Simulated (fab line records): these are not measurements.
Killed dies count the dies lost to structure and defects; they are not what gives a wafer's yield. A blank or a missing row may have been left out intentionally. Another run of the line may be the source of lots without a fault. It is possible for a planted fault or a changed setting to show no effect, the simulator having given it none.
Split-lot study	flow rit-cmos	5 lots, 23 wafers read, on a route of 202 steps

## ABOUT THE SPLIT
At RIT_NWELL_IMPLANT_08, the setting dose-cm2 was moved away from the recipe's 5e+13 on 6 of the 23 wafers read, by -7.1% to +6.0%. All remaining wafers had this setting at the recipe value.

## FROM THE SPLIT TO THE READING: what the file shows between them, 5 steps
- RIT_NWELL_STRIP_09: strips in O2, time 180 s
- RIT_NWELL_TW_MEAS_10
- RIT_PWELL_DEVELOP_05: develop time 68 s (also split here: dev-temp-c)
- RIT_PWELL_HARDBAKE_07: time 120 s
- RIT_WELLDRIVE_ANNEAL_00: time 14700 s

## THE READING
NWELL_RS in ohm/sq, measured at RIT_WELLDRIVE_RS_MEAS_01 by four-point-probe. Fault-free wafers of this fab line usually give 275.5 ohm/sq, standard deviation 0.9 ohm/sq.

wafer	tool, chamber at the split	dose-cm2 as run	against the recipe	NWELL_RS, ohm/sq	against lot-mates on the recipe
L074.1	implanter-01, 0	5e+13	recipe	275.6	-
L074.4	implanter-01, 0	5e+13	recipe	275.0	-
L074.5	implanter-01, 0	5e+13	recipe	275.3	-
L076.1	implanter-01, 0	5e+13	recipe	275.8	-
L076.2	implanter-01, 0	5e+13	recipe	275.3	-
L076.4	implanter-01, 0	5.302e+13	+6.0%	265.5	-10.2
L076.5	implanter-01, 0	5.302e+13	+6.0%	265.8	-9.9
L076.6	implanter-01, 0	5e+13	recipe	276.1	-
L077.1	implanter-01, 0	5e+13	recipe	274.6	-
L077.3	implanter-01, 0	5.122e+13	+2.4%	271.0	-4.0
L077.4	implanter-01, 0	5e+13	recipe	275.2	-
L077.5	implanter-01, 0	5e+13	recipe	275.1	-
L077.6	implanter-01, 0	5.122e+13	+2.4%	270.9	-4.1
L081.1	implanter-03, 0	5e+13	recipe	275.9	-
L081.2	implanter-03, 0	5e+13	recipe	276.0	-
L081.4	implanter-03, 0	5e+13	recipe	277.2	-
L081.5	implanter-03, 0	5e+13	recipe	275.8	-
L081.6	implanter-03, 0	5e+13	recipe	276.4	-
L083.1	implanter-04, 0	5e+13	recipe	275.7	-
L083.3	implanter-04, 0	4.646e+13	-7.1%	288.8	+12.9
L083.4	implanter-04, 0	4.646e+13	-7.1%	289.2	+13.3
L083.5	implanter-04, 0	5e+13	recipe	276.0	-
L083.6	implanter-04, 0	5e+13	recipe	275.9	-

THE FIT
A straight line over all 23 wafers: NWELL_RS changes by -1.8 ohm/sq for each +1% of dose-cm2; r = -0.99; the points scatter about the line by 0.62 ohm/sq.
The same after taking each lot's own level away (the mean of its wafers on the recipe; 23 wafers): -1.77 ohm/sq for each +1%; r = -1.00; scatter 0.41 ohm/sq.
Per that fit: largest dose-cm2 move, reading shift of 13 ohm/sq.
From 274.97 to 276.26 ohm/sq: that is the span of the lots' own levels, equal to 1.4 times the standard deviation above.
Hence the lot-to-lot level has little effect on the slope; both slopes agree.
Check: with one of the wafers moved furthest among these (-7.1%) left out of the fit, the line predicts +12.5 ohm/sq for it against its lot-mates. Against them it came out at +12.9 ohm/sq.

## THESE WAFERS: OTHER SPLITS
Before the reading, these wafers also passed through other splits. Each is held against what the fit with the lots' levels taken away leaves over:
other split on the same wafers	wafers away from the commonest value	r with NWELL_RS (lot level and that fit taken away)
RIT_ACTIVE_CVD_03 time-s	10	+0.00
RIT_ACTIVE_COAT_06 spin-rpm	6	+0.05
RIT_FOX1_OXIDATION_00 ox-time-s	18	+0.02
RIT_PWELL_DEVELOP_05 dev-temp-c	8	+0.34

## THE WHOLE CHAIN: every reading that the file lists as answering this split, in the file's order
step	what it does	reading	change (the file's fit)	r (the file's)
RIT_NWELL_TW_MEAS_10		NWELL_TW	+7.24 for each +1% of the setting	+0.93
RIT_WELLDRIVE_RS_MEAS_01	measures by four-point-probe	NWELL_RS	-1.77 for each +1% of the setting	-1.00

## FILE'S OWN FIT
NWELL_RS changes by -1.77 ohm/sq for each +1% of dose-cm2, r = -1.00.
